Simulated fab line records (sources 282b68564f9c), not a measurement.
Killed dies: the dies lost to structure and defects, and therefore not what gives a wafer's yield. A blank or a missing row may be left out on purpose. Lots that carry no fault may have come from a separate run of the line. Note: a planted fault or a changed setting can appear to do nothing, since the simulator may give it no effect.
What tool caused it? | flow rit-cmos | 42 wafers from 14 lots sampled at 4 of the route's 202 steps

## WHAT THE GAUGES READ, wafer by wafer
RIT_NLDD_TW_MEAS_10. Usual: NLDD_TW gives 2472 (standard deviation 12).
lot  | measured    | on            | NLDD_TW        | flag
L194 | day 3 13:01 | film-metro-03 | 2455 2455 2475 |
L195 | day 3 13:15 | film-metro-04 | 2440 2441 2448 |
L196 | day 3 22:52 | film-metro-03 | 2457 2470 2461 |
L197 | day 4 03:01 | film-metro-01 | 2484 2490 2496 |
L198 | day 4 08:23 | film-metro-04 | 2469 2465 2458 |
L202 | day 5 02:55 | film-metro-04 | 2469 2457 2464 |
L205 | day 5 15:56 | film-metro-03 | 2082 2085 2086 | OFF
L206 | day 5 22:07 | film-metro-03 | 2091 2092 2080 | OFF
L209 | day 6 11:16 | film-metro-03 | 2451 2467 2471 |
L211 | day 6 15:13 | film-metro-03 | 2464 2475 2455 |
L213 | day 7 04:37 | film-metro-01 | 2486 2499 2490 |
L214 | day 7 12:38 | film-metro-03 | 2471 2484 2462 |
L215 | day 7 21:53 | film-metro-03 | 2471 2485 2483 |
L216 | day 7 22:00 | film-metro-01 | 2470 2466 2488 |

RIT_PLDD_OVL_MEAS_06. Usual: PLDD_OVL gives 0.4 nm (standard deviation 1.3).
lot  | measured    | on         | PLDD_OVL (nm)  | flag
L194 | day 3 14:02 | overlay-01 | -0.4 1.1 1.4   |
L195 | day 3 14:19 | overlay-01 | 3.6 1.4 1.9    |
L196 | day 3 23:46 | overlay-01 | 0.9 1.6 0.9    |
L197 | day 4 04:03 | overlay-01 | 0.0 0.0 1.6    |
L198 | day 4 09:26 | overlay-01 | 0.9 -0.8 1.4   |
L202 | day 5 03:49 | overlay-02 | -0.7 -0.7 -1.3 |
L205 | day 5 16:52 | overlay-02 | -0.5 1.4 0.3   |
L206 | day 5 23:02 | overlay-02 | -0.1 0.7 0.9   |
L209 | day 6 12:11 | overlay-02 | -1.6 0.0 -1.1  |
L211 | day 6 16:16 | overlay-02 | -1.9 -1.3 -0.7 |
L213 | day 7 05:32 | overlay-02 | -0.4 1.1 0.6   |
L214 | day 7 13:32 | overlay-01 | 0.3 1.4 3.6    |
L215 | day 7 22:55 | overlay-02 | -1.2 -1.1 -0.2 |
L216 | day 7 23:10 | overlay-02 | 1.2 0.3 1.1    |

RIT_SDANNEAL_RS_MEAS_07: uses a four-point probe to measure. Usual: NLDD_RS gives 151.5 ohm/sq (standard deviation 0.55).
lot  | measured    | on            | NLDD_RS (ohm/sq)  | flag
L194 | day 3 21:12 | film-metro-04 | 152.2 151.7 151.9 |
L195 | day 3 21:31 | film-metro-03 | 151.2 151.1 151.5 |
L196 | day 4 06:39 | film-metro-01 | 151.6 151.8 151.9 |
L197 | day 4 11:29 | film-metro-03 | 151.9 152.2 151.6 |
L198 | day 4 16:23 | film-metro-01 | 151.7 151.7 151.3 |
L202 | day 5 12:02 | film-metro-04 | 151.5 151.7 152.0 |
L205 | day 5 23:59 | film-metro-01 | 243.5 244.1 243.8 | OFF
L206 | day 6 05:55 | film-metro-03 | 244.3 244.0 244.4 | OFF
L209 | day 6 18:56 | film-metro-01 | 151.1 150.7 150.7 |
L211 | day 7 00:26 | film-metro-04 | 152.3 151.3 151.3 |
L213 | day 7 12:22 | film-metro-01 | 151.6 151.0 151.9 |
L214 | day 7 20:26 | film-metro-04 | 151.9 151.9 152.3 |
L215 | day 8 05:44 | film-metro-01 | 151.1 151.2 151.4 |
L216 | day 8 06:48 | film-metro-03 | 151.3 151.7 151.8 |

## WHAT TOOL EACH LOT RAN ON (gives the tool, then ch and the chambers of the sampled wafers, and finally the start)
lot  | RIT_NLDD_IMPLANT_08
L194 | implanter-04 ch 0, day 3 12:44
L195 | implanter-03 ch 0, day 3 12:58
L196 | implanter-03 ch 0, day 3 22:32
L197 | implanter-03 ch 0, day 4 02:43
L198 | implanter-01 ch 0, day 4 08:04
L202 | implanter-04 ch 0, day 5 02:37
L205 | implanter-04 ch 0, day 5 15:37
L206 | implanter-04 ch 0, day 5 21:49
L209 | implanter-01 ch 0, day 6 10:57
L211 | implanter-01 ch 0, day 6 14:54
L213 | implanter-01 ch 0, day 7 04:18
L214 | implanter-03 ch 0, day 7 12:20
L215 | implanter-01 ch 0, day 7 21:34
L216 | implanter-03 ch 0, day 7 21:41
- RIT_NLDD_IMPLANT_08

## AS READ BY THE TOOLS THEMSELVES (means over the sampled wafers that have a number; for cases with no such wafer, the mark the record gives instead)
RIT_NLDD_IMPLANT_08. Usual: dose-ions-cm2 5e+14, standard deviation 6e+11; end-station-pressure-torr 6.23e-06 Torr, standard deviation 3e-07; faraday-current-uA 1571, standard deviation 29; tilt-deg 7.002 degrees, standard deviation 0.019.
lot  | tool         | dose-ions-cm2 | end-station-pressure-torr (Torr) | faraday-current-uA | tilt-deg (degrees) | flag
L194 | implanter-04 | 5e+14         | 6.26e-06                         | 1598               | 6.989              |
L195 | implanter-03 | 5e+14         | 6.54e-06                         | 1554               | 7.027              |
L196 | implanter-03 | 5e+14         | 6.31e-06                         | 1577               | 7.004              |
L197 | implanter-03 | 5e+14         | 6.29e-06                         | 1600               | 6.996              |
L198 | implanter-01 | 5e+14         | 6.55e-06                         | 1558               | 6.995              |
L202 | implanter-04 | 5e+14         | 6.33e-06                         | 1560               | 7.000              |
L205 | implanter-04 | 3e+14         | 5.90e-06                         | 848                | 7.008              | OFF
L206 | implanter-04 | 3e+14         | 5.41e-06                         | 849                | 7.012              | OFF
L209 | implanter-01 | 5e+14         | 6.09e-06                         | 1582               | 6.990              |
L211 | implanter-01 | 5e+14         | 6.08e-06                         | 1569               | 7.014              |
L213 | implanter-01 | 5e+14         | 6.22e-06                         | 1548               | 7.011              |
L214 | implanter-03 | 5e+14         | 6.21e-06                         | 1567               | 7.003              |
L215 | implanter-01 | 5e+14         | 6.26e-06                         | 1583               | 7.019              |
L216 | implanter-03 | 5e+14         | 6.07e-06                         | 1571               | 6.985              |

## THE ANSWER, worked out from the rows above alone
Rule: a lot counts as off when the mean over its wafers that have a number is more than 3 standard deviations away from the usual mean. Also off: a lot with no number at a reading for which 4 or more lots have one. Any other lot the step has rows for is counted as sound. First the gauges in route order, then the tools' own readings, where a lot's mean is used as printed above. The first step at which some lot is off is used, and at that step the reading that is off furthest; a lot without a number counts as furthest.
Off: L205, L206, seen at RIT_NLDD_TW_MEAS_10 (NLDD_TW).
If a tool, at a process step before that reading, ran all the lots that are off and no sound lot after the first of them, it fits. Not tried: the gauges at RIT_NLDD_TW_MEAS_10; whatever is off there is also off at RIT_NLDD_IMPLANT_08, on other tools, and gauge error can't account for it. One candidate fits, namely implanter-04 at RIT_NLDD_IMPLANT_08. A fault onset in the window from L202 (day 5 02:37, its last sound lot) to L205 (day 5 15:37, its first lot off) fits.
The tool's own readings at RIT_NLDD_IMPLANT_08 bear it out: on the lots that are off they differ by more than 5 times the standard deviation of the sound lots' means. dose-ions-cm2 reads 3e+14 there against 5e+14 on the sound lots; faraday-current-uA reads 848 there against 1572 on the sound lots.

## WHAT THE SIMULATOR HAD PUT IN
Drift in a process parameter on implanter-04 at RIT_NLDD_IMPLANT_08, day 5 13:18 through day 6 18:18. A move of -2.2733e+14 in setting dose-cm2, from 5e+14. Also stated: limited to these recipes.
Shown lots that were struck: L205, L206. The rule above reached the same finding.
